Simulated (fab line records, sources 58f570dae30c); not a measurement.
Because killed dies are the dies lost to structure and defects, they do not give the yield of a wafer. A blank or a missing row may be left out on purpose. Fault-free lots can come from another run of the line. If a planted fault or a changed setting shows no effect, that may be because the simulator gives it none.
fab line records -- flow berkeleyCmos170
[record] lots = 13, wafers = 39, lastDay = 14
route steps=331 shown M3@310
lots untouched by any fault: they come from a run of this same line in which no faults occurred
startH: start of the lot's first displayed wafer, in hours after the record's first day -- waitH: hours from the lot's prior step to this one -- " repeats the value in the row above -- L1.1+2: a row that stands for several wafers -- - no value, or no start given -- * or withheld: withheld -- < > ~ a bound
route shown NAME@n: names a module that has steps shown in the file, with the first one's number in the route -- usual: average and standard deviation across the fault-free wafers -- same: alike in all rows -- chamber/n: place in a boat -- sites: readings site by site -- _std_site: their standard deviation -- _edge_site: outer sites' mean less inner sites' -- radiusMm: for every site, how far away it sits from the centre of the wafer -- mask NAME#n: copy n -- behind: tool/chamber where the wafer was last shaped -- hold: what put the lot on hold/how long, in hours/how the hold closed -- device: transistor that didn't switch, given as n, p or np -- end of line: tests of these same wafers at the route's end -- a step without rows: its recipe alone -- killed: dies lost to structure and defects at the first sort, not the wafer's yield -- map: dies across one wafer; x = killed, . = not, _ = none there
set.NAME: the setting as run; set.NAME@STEP: as run at that earlier step -- model.NAME: the simulator's own value behind a step, which no gauge read
steps of the route over a sample of lots; a table a step, a row a wafer
services: from which hour (startH, from the record's first day; less than 0 if before it) a tool's chamber was out of use, for how many hours, and why
[[steps]]
[step UCB170_M3_SPUTTER_01]
[recipe] material = Al, targetThkNm = 900, timeS = 120, powerW = 6000, chamberPressurePa = 0.5
[usual] cathodeDcPowerW = 6000.1/1.1, throttleValvePct = 30.3/0.92
lot.wafer,tool,chamber,startH,waitH,cathodeDcPowerW,throttleValvePct
L289.1,pvdSputter-01,-,186.38,0.0,5999.4,30.2
L289.3,pvdSputter-01,-,186.38,0.0,6001.0,30.1
L289.6,pvdSputter-01,-,186.38,0.0,6000.4,30.4
L290.1,pvdSputter-04,-,206.59,0.0,5999.5,31.6
L290.4,pvdSputter-04,-,206.59,0.0,5998.8,30.3
L290.5,pvdSputter-04,-,206.59,0.0,5997.4,29.3
L292.1,pvdSputter-02,-,209.24,0.0,5998.9,30.6
L292.2,pvdSputter-02,-,209.24,0.0,5998.2,29.1
L292.6,pvdSputter-02,-,209.24,0.0,6003.4,31.5
L295.3,pvdSputter-04,-,215.29,0.0,6000.6,30.0
L295.4,pvdSputter-04,-,215.29,0.0,6000.7,31.4
L295.6,pvdSputter-04,-,215.29,0.0,6001.0,31.2
L294.1,pvdSputter-01,-,220.30,0.0,5999.5,30.0
L294.5,pvdSputter-01,-,220.30,0.0,6000.6,30.1
L294.6,pvdSputter-01,-,220.30,0.0,6001.0,30.5
L293.1,pvdSputter-02,-,220.72,0.0,6000.2,30.8
L293.2,pvdSputter-02,-,220.72,0.0,5999.4,29.5
L293.4,pvdSputter-02,-,220.72,0.0,6000.3,30.5
L299.1,pvdSputter-01,-,253.09,0.0,6000.3,28.4
L299.4,pvdSputter-01,-,253.09,0.0,5999.6,30.0
L299.6,pvdSputter-01,-,253.09,0.0,5999.7,29.9
L301.1,pvdSputter-02,-,264.28,0.0,5999.7,29.6
L301.2,pvdSputter-02,-,264.28,0.0,5999.9,30.3
L301.4,pvdSputter-02,-,264.28,0.0,5998.5,30.5
L302.1,pvdSputter-01,-,283.31,0.0,5999.0,28.2
L302.3,pvdSputter-01,-,283.31,0.0,6002.4,30.2
L302.6,pvdSputter-01,-,283.31,0.0,5999.5,30.3
L309.2,pvdSputter-04,-,316.46,0.0,6000.4,31.2
L309.5,pvdSputter-04,-,316.46,0.0,6002.1,31.6
L309.6,pvdSputter-04,-,316.46,0.0,6000.2,30.3
L311.1,pvdSputter-04,-,325.96,0.0,5999.7,29.5
L311.2,pvdSputter-04,-,325.96,0.0,5999.7,30.1
L311.6,pvdSputter-04,-,325.96,0.0,6000.3,30.2
L306.2,pvdSputter-04,-,327.24,0.0,6001.2,31.4
L306.4,pvdSputter-04,-,327.24,0.0,5999.8,29.9
L306.6,pvdSputter-04,-,327.24,0.0,6000.1,31.5
L308.2,pvdSputter-02,-,328.01,0.0,6001.2,31.6
L308.4,pvdSputter-02,-,328.01,0.0,6001.5,30.7
L308.5,pvdSputter-02,-,328.01,0.0,5999.8,31.1
[step UCB170_M3_RS_MEAS_02]
[recipe] thkMeasGauge = four-point-probe, reads = Al_of_M3_SPUTTER_01
[usual] M3_AL_RS = 0.0321/0.00034
lot.wafer,tool,chamber,startH,waitH,M3_AL_RS[ohm/sq]
L289.1,filmMetro-03,-,186.46,0.0,0.0320
L289.3,filmMetro-03,-,186.46,0.0,0.0319
L289.6,filmMetro-03,-,186.46,0.0,0.0318
L290.1,filmMetro-01,-,206.67,0.0,0.0325
L290.4,filmMetro-01,-,206.67,0.0,0.0317
L290.5,filmMetro-01,-,206.67,0.0,0.0323
L292.1,filmMetro-02,-,209.32,0.0,0.0319
L292.2,filmMetro-02,-,209.32,0.0,0.0319
L292.6,filmMetro-02,-,209.32,0.0,0.0319
L295.3,filmMetro-02,-,215.42,0.1,0.0319
L295.4,filmMetro-02,-,215.42,0.1,0.0320
L295.6,filmMetro-02,-,215.42,0.1,0.0317
L294.1,filmMetro-03,-,220.38,0.0,0.0324
L294.5,filmMetro-03,-,220.38,0.0,0.0323
L294.6,filmMetro-03,-,220.38,0.0,0.0328
L293.1,filmMetro-01,-,220.80,0.0,0.0322
L293.2,filmMetro-01,-,220.80,0.0,0.0320
L293.4,filmMetro-01,-,220.80,0.0,0.0322
L299.1,filmMetro-01,-,253.17,0.0,0.0327
L299.4,filmMetro-01,-,253.17,0.0,0.0328
L299.6,filmMetro-01,-,253.17,0.0,0.0324
L301.1,filmMetro-01,-,264.37,0.0,0.0324
L301.2,filmMetro-01,-,264.37,0.0,0.0328
L301.4,filmMetro-01,-,264.37,0.0,0.0327
L302.1,filmMetro-02,-,283.39,0.0,0.0321
L302.3,filmMetro-02,-,283.39,0.0,0.0549
L302.6,filmMetro-02,-,283.39,0.0,0.0321
L309.2,filmMetro-02,-,316.56,0.1,0.0323
L309.5,filmMetro-02,-,316.56,0.1,0.0317
L309.6,filmMetro-02,-,316.56,0.1,0.0317
L311.1,filmMetro-02,-,326.04,0.0,0.0326
L311.2,filmMetro-02,-,326.04,0.0,0.0323
L311.6,filmMetro-02,-,326.04,0.0,0.0323
L306.2,filmMetro-02,-,327.34,0.1,0.0322
L306.4,filmMetro-02,-,327.34,0.1,0.0319
L306.6,filmMetro-02,-,327.34,0.1,0.0322
L308.2,filmMetro-03,-,328.12,0.1,0.0322
L308.4,filmMetro-03,-,328.12,0.1,0.0319
L308.5,filmMetro-03,-,328.12,0.1,0.0318
[step UCB170_M3_THK_MEAS_03]
[recipe] thkMeasGauge = xrf, reads = Al_of_M3_SPUTTER_01
[usual] M3_AL_THK = 904/10
lot.wafer,tool,chamber,startH,waitH,M3_AL_THK[nm]
L289.1,filmMetro-03,-,186.58,0.1,914
L289.3,filmMetro-03,-,186.58,0.1,917
L289.6,filmMetro-03,-,186.58,0.1,919
L290.1,filmMetro-01,-,206.79,0.1,897
L290.4,filmMetro-01,-,206.79,0.1,915
L290.5,filmMetro-01,-,206.79,0.1,902
L292.1,filmMetro-02,-,209.44,0.1,907
L292.2,filmMetro-02,-,209.44,0.1,913
L292.6,filmMetro-02,-,209.44,0.1,910
L295.3,filmMetro-02,-,215.52,0.1,907
L295.4,filmMetro-02,-,215.52,0.1,910
L295.6,filmMetro-02,-,215.52,0.1,915
L294.1,filmMetro-03,-,220.50,0.1,894
L294.5,filmMetro-03,-,220.50,0.1,899
L294.6,filmMetro-03,-,220.50,0.1,887
L293.1,filmMetro-01,-,220.92,0.1,908
L293.2,filmMetro-01,-,220.92,0.1,906
L293.4,filmMetro-01,-,220.92,0.1,897
L299.1,filmMetro-01,-,253.29,0.1,884
L299.4,filmMetro-01,-,253.29,0.1,885
L299.6,filmMetro-01,-,253.29,0.1,893
L301.1,filmMetro-01,-,264.49,0.1,897
L301.2,filmMetro-01,-,264.49,0.1,887
L301.4,filmMetro-01,-,264.49,0.1,897
L302.1,filmMetro-02,-,283.51,0.1,896
L302.3,filmMetro-02,-,283.51,0.1,529
L302.6,filmMetro-02,-,283.51,0.1,900
L309.2,filmMetro-02,-,316.67,0.1,898
L309.5,filmMetro-02,-,316.67,0.1,912
L309.6,filmMetro-02,-,316.67,0.1,920
L311.1,filmMetro-02,-,326.16,0.1,889
L311.2,filmMetro-02,-,326.16,0.1,895
L311.6,filmMetro-02,-,326.16,0.1,899
L306.2,filmMetro-02,-,327.45,0.1,904
L306.4,filmMetro-02,-,327.45,0.1,911
L306.6,filmMetro-02,-,327.45,0.1,903
L308.2,filmMetro-03,-,328.23,0.1,906
L308.4,filmMetro-03,-,328.23,0.1,912
L308.5,filmMetro-03,-,328.23,0.1,918
[step UCB170_M3_METAL_ETCH_18]
[recipe] chemistry = Cl2/BCl3, target = Al, stopOn = SiO2, pressureMtorr = 12, targetDepthA = 11700, overEtchFrac = 0.3, timeS = 195, icpW = 613.4, biasW = 120, Cl2_flow_sccm = 90, bcl3FlowSccm = 45
[usual] biasW = 120.0/0.37, drypumpMotorCurrentA = 5.4/0.38, oesProductAu = 0.856/0.015, rfFwdPowerW = 611.6/1.9, throttleValvePct = 24.39/0.27
lot.wafer,tool,chamber,startH,waitH,biasW,drypumpMotorCurrentA,oesProductAu,rfFwdPowerW,rfHoursCounterH,throttleValvePct
L289.1,rieMetal-04,1,188.49,-,120.0,4.7,0.882,610.5,11,24.43
L289.3,rieMetal-04,1,188.49,-,119.9,4.6,0.878,612.7,-,24.43
L289.6,rieMetal-04,0,188.49,-,119.0,5.8,0.877,608.8,-,24.13
L290.1,rieMetal-02,1,209.29,-,120.5,5.6,0.852,610.6,9,24.62
L290.4,rieMetal-02,0,209.29,-,119.7,5.6,0.849,610.4,-,24.43
L290.5,rieMetal-02,1,209.29,-,120.2,5.6,0.846,612.5,-,24.63
L292.1,rieMetal-03,0,211.27,-,120.3,5.2,0.839,613.0,9,24.79
L292.2,rieMetal-03,1,211.27,-,120.0,5.5,0.854,610.5,0,24.01
L292.6,rieMetal-03,1,211.27,-,119.4,5.5,0.851,611.6,-,24.00
L295.3,rieMetal-03,1,218.06,-,120.1,5.4,0.855,615.1,-,24.00
L295.4,rieMetal-03,0,218.06,-,120.3,5.2,0.835,613.4,-,24.81
L295.6,rieMetal-03,1,218.06,-,119.9,5.5,0.858,612.1,-,23.99
L294.1,rieMetal-02,1,222.81,-,119.8,5.6,0.857,613.3,9,24.63
L294.5,rieMetal-02,1,222.81,-,119.2,5.6,0.850,612.2,-,24.63
L294.6,rieMetal-02,0,222.81,-,120.1,5.6,0.836,615.2,-,24.44
L293.1,rieMetal-03,0,223.04,-,120.4,5.2,0.830,613.3,10,24.79
L293.2,rieMetal-03,1,223.04,-,120.1,5.5,0.846,612.3,1,24.00
L293.4,rieMetal-03,1,223.04,-,120.2,5.5,0.851,608.7,-,23.98
L299.1,rieMetal-02,1,255.82,-,119.9,5.6,0.843,609.8,10,24.65
L299.4,rieMetal-02,0,255.82,-,120.1,5.6,0.832,612.1,-,24.44
L299.6,rieMetal-02,0,255.82,-,120.0,5.6,0.845,611.2,-,24.45
L301.1,rieMetal-04,0,269.49,-,120.2,5.7,0.857,612.3,11,24.12
L301.2,rieMetal-04,1,269.49,-,120.1,4.7,0.868,612.7,13,24.44
L301.4,rieMetal-04,1,269.49,-,120.2,4.7,0.873,613.3,-,24.43
L302.1,rieMetal-03,0,285.44,-,120.1,5.3,0.832,609.5,11,24.81
L302.3,rieMetal-03,0,285.44,-,119.8,5.3,0.650,612.1,-,24.90
L302.6,rieMetal-03,0,285.44,-,120.2,5.3,0.841,612.5,-,24.79
L309.2,rieMetal-04,0,320.07,-,120.7,5.8,0.864,610.3,12,24.13
L309.5,rieMetal-04,0,320.07,-,120.3,5.8,0.863,612.0,-,24.13
L309.6,rieMetal-04,1,320.07,-,119.9,4.6,0.887,608.9,-,24.44
L311.1,rieMetal-03,0,330.44,-,120.9,5.2,0.833,615.5,12,24.79
L311.2,rieMetal-03,1,330.44,-,120.2,5.5,0.853,610.9,3,24.00
L311.6,rieMetal-03,0,330.44,-,120.5,5.2,0.834,613.7,-,24.81
L306.2,rieMetal-03,1,331.22,-,119.6,5.5,0.852,611.1,3,24.00
L306.4,rieMetal-03,0,331.22,-,120.4,5.3,0.839,613.7,-,24.78
L306.6,rieMetal-03,1,331.22,-,120.0,5.5,0.851,611.3,-,24.01
L308.2,rieMetal-04,1,331.89,-,119.7,4.7,0.879,608.0,15,24.43
L308.4,rieMetal-04,0,331.89,-,119.9,5.8,0.862,611.2,-,24.11
L308.5,rieMetal-04,1,331.89,-,120.1,4.7,0.885,610.4,-,24.44
[[services]]
tool,chamber,startH,hours,kind
rieMetal-02,0,163.73,1.6,repair
pvdSputter-02,-,166.23,5.1,repair
rieMetal-03,1,185.56,-,clean
rieMetal-03,1,185.56,20.2,scheduledDown
rieMetal-03,1,185.56,20.2,ventCycle
rieMetal-04,-,220.42,4.0,pm
pvdSputter-02,-,235.58,0.9,repair
rieMetal-03,-,247.60,2.8,pm
pvdSputter-02,-,275.11,13.3,repair
rieMetal-02,1,282.37,10.8,repair
pvdSputter-02,-,285.30,3.2,repair
rieMetal-02,-,322.44,2.8,pm
[[key]]
[firstSign] step = UCB170_M3_RS_MEAS_02, reading = M3_AL_RS, direction = up, sigmas = 66, usual = 0.0321, struck = 0.0549
[effect] step = UCB170_M3_THK_MEAS_03, reading = M3_AL_THK, direction = down, sigmas = 37, usual = 904, struck = 529
[effect] step = UCB170_M3_METAL_ETCH_18, reading = oesProductAu, direction = down, sigmas = 13, usual = 0.856, struck = 0.650
metAt UCB170_M3_SPUTTER_01
struckLots L302
struckWafers L302.3
sortLeftOut L302.3
onsetBetween 220.30 283.31
[fault] kind = processParameterDrift, tool = pvdSputter-01, chamber = -, onsetH = 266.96, steps = UCB170_M3_SPUTTER_01, channel = targetThkNm, offset = -369.87, shape = step, endH = 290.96, actsIn = theseRecipesOnly, stated = 900, scope = struckWafersOnly
// sortLeftOut: the simulated sort isn't trusted on such a fault, so these wafers' sort isn't shown, and their yield isn't known
